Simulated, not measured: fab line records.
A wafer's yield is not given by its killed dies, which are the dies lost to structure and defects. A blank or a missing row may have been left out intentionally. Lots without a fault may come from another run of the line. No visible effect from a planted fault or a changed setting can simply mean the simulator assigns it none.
fab line records ; flow rit-cmos
record lots=6; wafers=18; last-day=7
route steps=202 shown ACTIVE@5 M1@202
lots that met no fault: taken from a fault-free run of the same line
start-h: the number of hours between the record's first day and the start of the first shown wafer of the lot ; wait-h: hours elapsed since this lot's preceding step ; " the same as in the row above ; L1.1+2: a single row standing in for several wafers ; - no value, or no start given ; * or withheld: withheld ; < > ~ a bound
route shown NAME@n: a module of which the file shows steps, and the number in the route of the first ; usual: mean/standard deviation taken from wafers without a fault ; same: alike in all rows ; chamber/n: place in a boat ; sites: each site's reading ; _std_site: how widely they spread, as a standard deviation ; _edge_site: inner sites' mean taken away from outer sites' mean ; radius-mm: how far each site lies from the wafer's centre ; mask NAME#n: copy n ; behind: the tool/chamber that last shaped the wafer ; hold: what put the lot on hold/how long, in hours/how the hold closed ; device: transistor that didn't switch, given as n, p or np ; end of line: the same wafers' tests at the end of the route ; for a step that has no rows: nothing shown but its recipe ; killed: not the wafer's yield, but the dies lost to structure and defects at the first sort ; map: per-die view of a wafer (x killed, . not killed, _ where there is no die)
set.NAME: the setting as run; set.NAME@STEP: as run at that earlier step ; model.NAME: the simulator's own value behind a step, which no gauge read
lots at selected steps of the route; one table per step, one row per wafer
services: a tool's chamber out of use, with start hour (start-h, from the record's first day; less than 0 if before it), hours out, and reason
## steps
# step RIT_ACTIVE_THK_MEAS_04
# recipe reads=Si3N4_of_ACTIVE_CVD_03
# usual ACTIVE_NITRIDE_THK=149.5/1.4
lot.wafer;tool;chamber;start-h;wait-h;ACTIVE_NITRIDE_THK[nm]
L333.1;film-metro-03;-;24.24;0.0;149.1
L333.2;film-metro-03;-;24.24;0.0;148.9
L333.5;film-metro-03;-;24.24;0.0;149.8
L336.4;film-metro-02;-;38.56;0.0;151.1
L336.5;film-metro-02;-;38.56;0.0;150.4
L336.6;film-metro-02;-;38.56;0.0;149.7
L340.1;film-metro-02;-;58.53;0.0;150.0
L340.3;film-metro-02;-;58.53;0.0;149.4
L340.5;film-metro-02;-;58.53;0.0;148.5
L349.1;film-metro-01;-;105.47;0.0;149.3
L349.2;film-metro-01;-;105.47;0.0;149.9
L349.5;film-metro-01;-;105.47;0.0;148.2
L350.3;film-metro-03;-;109.87;0.0;148.2
L350.4;film-metro-03;-;109.87;0.0;149.2
L350.5;film-metro-03;-;109.87;0.0;148.7
L353.3;film-metro-01;-;124.26;0.0;150.0
L353.4;film-metro-01;-;124.26;0.0;151.0
L353.5;film-metro-01;-;124.26;0.0;149.5
# step RIT_ACTIVE_HMDS_05
# recipe prime-time-s=60; prime-temp-c=140
# step RIT_ACTIVE_COAT_06
# recipe resist=NOVOLAK; spin-rpm=3250; resist-thk-nm=1000
# step RIT_ACTIVE_SOFTBAKE_07
# recipe resist=NOVOLAK; temp-c=90.56; time-s=60
# step RIT_ACTIVE_EXPOSE_08
# recipe mask-id=M1; na=0.6; source-shape=conventional; sigma-outer=0.6; target-cd-nm=1400; dose-mj=225
# step RIT_ACTIVE_PEB_09
# recipe resist=NOVOLAK; temp-c=withheld; time-s=withheld
# step RIT_ACTIVE_DEVELOP_10
# recipe resist=NOVOLAK; develop-time-s=50; dev-temp-c=23
# step RIT_ACTIVE_CD_MEAS_11
# recipe target-cd-nm=1400
# usual cd-nm=1400.1/1.7
lot.wafer;tool;chamber;start-h;wait-h;cd-nm
L333.1;cd-sem-02;-;25.27;-;1401.6
L333.2;cd-sem-02;-;25.27;-;1403.1
L333.5;cd-sem-02;-;25.27;-;1402.0
L336.4;cd-sem-01;-;39.62;-;1400.8
L336.5;cd-sem-01;-;39.62;-;1403.1
L336.6;cd-sem-01;-;39.62;-;1401.1
L340.1;cd-sem-01;-;59.56;-;1401.1
L340.3;cd-sem-01;-;59.56;-;1399.9
L340.5;cd-sem-01;-;59.56;-;1402.2
L349.1;cd-sem-02;-;106.74;-;1401.9
L349.2;cd-sem-02;-;106.74;-;1400.4
L349.5;cd-sem-02;-;106.74;-;1403.9
L350.3;cd-sem-01;-;110.88;-;1396.3
L350.4;cd-sem-01;-;110.88;-;1396.7
L350.5;cd-sem-01;-;110.88;-;1398.3
L353.3;cd-sem-02;-;125.39;-;1399.2
L353.4;cd-sem-02;-;125.39;-;1397.7
L353.5;cd-sem-02;-;125.39;-;1398.6
# step RIT_ACTIVE_HARDBAKE_12
# recipe resist=NOVOLAK; temp-c=140; time-s=60
# step RIT_ACTIVE_ETCH_13
# recipe stop-on=SiO2; chemistry=SF6; target=Si3N4; time-s=210; over-etch-frac=0.4; SF6_flow_sccm=200; pressure-mtorr=260; rf-w=125; target-depth-a=2100
# usual drypump-motor-current-A=5.8/0.38; oes-product-au=0.818/0.014; throttle-valve-pct=7.51/0.13
lot.wafer;tool;chamber;start-h;wait-h;drypump-motor-current-A;oes-product-au;rf-hours-counter-h;throttle-valve-pct
L333.1;rie-diel-02;0;25.74;0.1;6.0;0.807;56;7.71
L333.2;rie-diel-02;3;25.74;0.1;5.8;0.793;90;7.75
L333.5;rie-diel-02;0;25.74;0.1;6.0;0.813;-;7.69
L336.4;rie-diel-02;3;39.83;0.1;5.9;0.794;91;7.77
L336.5;rie-diel-02;3;39.83;0.1;5.9;0.801;-;7.74
L336.6;rie-diel-02;0;39.83;0.1;6.0;0.809;-;7.69
L340.1;rie-diel-01;3;59.89;0.1;5.6;0.824;148;7.49
L340.3;rie-diel-01;1;59.89;0.1;5.6;0.824;153;7.37
L340.5;rie-diel-01;3;59.89;0.1;5.6;0.818;-;7.49
L349.1;rie-diel-04;1;107.01;0.1;6.0;0.840;113;7.61
L349.2;rie-diel-04;3;107.01;0.1;5.5;0.824;9;7.35
L349.5;rie-diel-04;3;107.01;0.1;5.5;0.817;-;7.35
L350.3;rie-diel-02;0;111.11;0.1;6.0;0.800;57;7.71
L350.4;rie-diel-02;2;111.11;0.1;5.7;0.804;6;7.39
L350.5;rie-diel-02;2;111.11;0.1;5.6;0.807;-;7.39
L353.3;rie-diel-01;3;125.70;0.1;5.6;0.827;150;7.49
L353.4;rie-diel-01;1;125.70;0.1;5.6;0.835;154;7.38
L353.5;rie-diel-01;3;125.70;0.1;5.6;0.816;-;7.48
# step RIT_ACTIVE_STRIP_14
# recipe chemistry=O2; time-s=180; resist=NOVOLAK; platen-temp-c=withheld; power-w=500; pressure-mtorr=4000; o2-flow-sccm=4000
# usual drypump-motor-current-A=5.93/0.24; rf-refl-power-W=7.5/1.5
lot.wafer;tool;chamber;start-h;wait-h;drypump-motor-current-A;rf-hours-counter-h;rf-refl-power-W
L333.1;plasma-asher-02;0;25.87;0.1;5.81;37;8.0
L333.2;plasma-asher-02;1;25.87;0.1;5.83;37;10.7
L333.5;plasma-asher-02;0;25.87;0.1;5.83;-;8.1
L336.4;plasma-asher-01;1;40.03;0.1;5.73;-;7.7
L336.5;plasma-asher-01;1;40.03;0.1;5.70;-;7.1
L336.6;plasma-asher-01;0;40.03;0.1;6.33;-;5.8
L340.1;plasma-asher-03;1;60.02;0.1;6.03;40;9.2
L340.3;plasma-asher-03;0;60.02;0.1;5.61;-;5.8
L340.5;plasma-asher-03;1;60.02;0.1;6.00;-;9.0
L349.1;plasma-asher-03;0;107.14;0.1;5.59;45;5.7
L349.2;plasma-asher-03;1;107.14;0.1;6.01;45;9.0
L349.5;plasma-asher-03;0;107.14;0.1;5.61;-;5.9
L350.3;plasma-asher-02;0;111.30;0.1;5.83;-;7.9
L350.4;plasma-asher-02;1;111.30;0.1;5.83;-;10.1
L350.5;plasma-asher-02;1;111.30;0.1;5.82;-;10.4
L353.3;plasma-asher-03;0;125.89;0.1;5.61;-;5.5
L353.4;plasma-asher-03;1;125.89;0.1;6.07;-;9.0
L353.5;plasma-asher-03;0;125.89;0.1;5.61;-;5.6
# step RIT_ACTIVE_CD_MEAS_90
# recipe target-cd-nm=1400
# usual cd-nm=1400.0/1.7
lot.wafer;tool;chamber;start-h;wait-h;cd-nm
L333.1;cd-sem-01;-;26.04;0.1;1401.6
L333.2;cd-sem-01;-;26.04;0.1;1403.0
L333.5;cd-sem-01;-;26.04;0.1;1401.9
L336.4;cd-sem-01;-;40.20;0.1;1400.4
L336.5;cd-sem-01;-;40.20;0.1;1402.8
L336.6;cd-sem-01;-;40.20;0.1;1401.6
L340.1;cd-sem-01;-;60.20;0.1;1400.9
L340.3;cd-sem-01;-;60.20;0.1;1400.0
L340.5;cd-sem-01;-;60.20;0.1;1401.9
L349.1;cd-sem-02;-;107.31;0.1;1401.1
L349.2;cd-sem-02;-;107.31;0.1;1400.7
L349.5;cd-sem-02;-;107.31;0.1;1403.8
L350.3;cd-sem-02;-;111.46;0.1;1396.3
L350.4;cd-sem-02;-;111.46;0.1;1397.1
L350.5;cd-sem-02;-;111.46;0.1;1398.3
L353.3;cd-sem-02;-;126.05;0.1;1399.2
L353.4;cd-sem-02;-;126.05;0.1;1397.6
L353.5;cd-sem-02;-;126.05;0.1;1398.5
# step RIT_ACTIVE_CLEAN_15
# recipe chemistry=SC1; mix=3:3:50; time-s=600; temp-c=75
# usual bath-guard-temp-C=75.2/0.47; run-length-s=627/3.2
lot.wafer;tool;chamber;start-h;wait-h;bath-guard-temp-C;run-length-s
L333.1;wet-bench-03;2;26.16;0.1;75.5;626
L333.2;wet-bench-03;2;26.16;0.1;75.4;626
L333.5;wet-bench-03;2;26.16;0.1;75.3;626
L336.4;wet-bench-02;2;40.26;0.0;75.0;626
L336.5;wet-bench-02;2;40.26;0.0;75.1;626
L336.6;wet-bench-02;2;40.26;0.0;74.6;626
L340.1;wet-bench-03;2;60.32;0.1;75.4;625
L340.3;wet-bench-03;2;60.32;0.1;75.4;625
L340.5;wet-bench-03;2;60.32;0.1;75.5;625
L349.1;wet-bench-03;3;107.43;0.1;74.1;625
L349.2;wet-bench-03;3;107.43;0.1;74.2;625
L349.5;wet-bench-03;3;107.43;0.1;74.2;625
L350.3;wet-bench-03;2;111.54;0.1;75.2;689
L350.4;wet-bench-03;2;111.54;0.1;75.8;689
L350.5;wet-bench-03;2;111.54;0.1;75.3;689
L353.3;wet-bench-03;1;126.13;0.1;75.4;679
L353.4;wet-bench-03;1;126.13;0.1;75.2;679
L353.5;wet-bench-03;1;126.13;0.1;75.5;679
# step RIT_ACTIVE_CLEAN_16
# recipe chemistry=dHF; dilution=50:1; time-s=30
# step RIT_M1_PROBE_99
# usual killed-at-contacts=0.1/0.31; killed-at-front-end=7/3.3; killed-dies=7/3.3; killed-open=3.4/2.2; killed-short=3.5/2
# same gross-dies=264; killed_at_M0_to_M3=0; killed_at_M4_up=0; killed-at-back-side=0; killed-at-other=0
lot.wafer;tool;chamber;start-h;wait-h;killed-at-contacts;killed-at-front-end;killed-dies;killed-open;killed-short
L340.1;prober-02;-;106.56;0.1;0;5;5;2;3
L340.3;prober-02;-;106.66;0.2;0;17;17;10;7
L340.5;prober-02;-;106.76;0.2;0;7;7;3;4
L349.1;prober-01;-;149.94;0.1;0;11;11;4;7
L349.2;prober-01;-;149.99;0.1;0;5;5;1;4
L349.5;prober-01;-;150.14;0.2;0;2;2;1;1
L350.3;prober-02;-;155.74;0.2;0;4;4;2;2
L350.4;prober-02;-;155.79;0.2;0;5;5;1;4
L350.5;prober-02;-;155.84;0.2;2;9;11;5;6
# killed by level:class
L340.1 REOX:geometric-particle:open=2 GATE:geometric-particle:short=2 FOX2:geometric-particle:short=1
L340.3 REOX:geometric-particle:open=4 GATE:geometric-particle:open=3 GATE:geometric-particle:short=3 FOX1:geometric-particle:open=2 FOX2:geometric-particle:short=2 FOX1:geometric-particle:short=1 FOX2:geometric-particle:open=1 REOX:geometric-particle:short=1
L340.5 GATE:geometric-particle:short=2 GATE:geometric-particle:open=2 FOX1:geometric-particle:short=1 FOX2:geometric-particle:open=1 REOX:geometric-particle:short=1
L349.1 SPACER:geometric-particle:short=4 FOX1:geometric-particle:short=2 GATE:geometric-particle:open=2 FOX1:geometric-particle:open=1 GATE:geometric-particle:short=1 SPACER:geometric-particle:open=1
L349.2 SPACER:geometric-particle:short=3 GATE:geometric-particle:open=1 SILICIDE:geometric-particle:short=1
L349.5 SPACER:geometric-particle:short=1 SPACER:geometric-particle:open=1
L350.3 GATE:geometric-particle:open=1 REOX:geometric-particle:short=1 SILICIDE:geometric-particle:short=1 SILICIDE:geometric-particle:open=1
L350.4 SILICIDE:geometric-particle:short=2 GATE:geometric-particle:short=1 REOX:geometric-particle:open=1 SPACER:geometric-particle:short=1
L350.5 GATE:geometric-particle:open=4 REOX:geometric-particle:short=3 FOX1:geometric-particle:short=1 GATE:geometric-particle:short=1 CONTACT:geometric-particle:open=1 CONTACT:geometric-particle:short=1
## services
tool;chamber;start-h;hours;kind
plasma-asher-02;-;14.94;0.9;repair
rie-diel-02;2;21.25;3.2;repair
plasma-asher-03;-;37.01;14.6;pm
plasma-asher-01;-;46.03;5.1;repair
plasma-asher-02;-;51.44;2.8;pm
rie-diel-01;0;53.63;-;clean
rie-diel-01;0;53.63;18.6;scheduled-down
rie-diel-01;0;53.63;18.6;vent-cycle
rie-diel-04;-;59.02;0.9;repair
rie-diel-02;0;73.39;13.9;repair
rie-diel-01;0;89.70;8.6;repair
rie-diel-04;0;93.81;9.9;repair
rie-diel-04;1;96.48;6.6;repair
plasma-asher-01;-;105.73;12.0;repair
rie-diel-04;-;107.45;0.5;repair
plasma-asher-01;-;117.71;9.0;pm
plasma-asher-01;0;117.71;9.0;vent-cycle
plasma-asher-01;1;117.71;9.0;vent-cycle
## key
first-sign step=RIT_ACTIVE_CLEAN_15; reading=run-length-s; direction=up; sigmas=18; usual=*; struck=*
effect none on later readings
met-at RIT_ACTIVE_CLEAN_15
struck-wafers L350.3,L350.4,L350.5,L353.3,L353.4,L353.5
tester-left-out L350,L353
onset-between 107.43 111.54
fault kind=process-parameter-drift; tool=wet-bench-03; chamber=-; onset-h=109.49; steps=RIT_ACTIVE_CLEAN_15; channel=time-s; offset=*; shape=step; end-h=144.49; acts-in=*; stated=*
# tester-left-out: of these lots the tester's yield and bins aren't shown, on N5 and GAA mostly nor the transistor test; their killed dies are dies lost to structure and defects alone, not to doping, threshold or leakage, so they don't give the yield
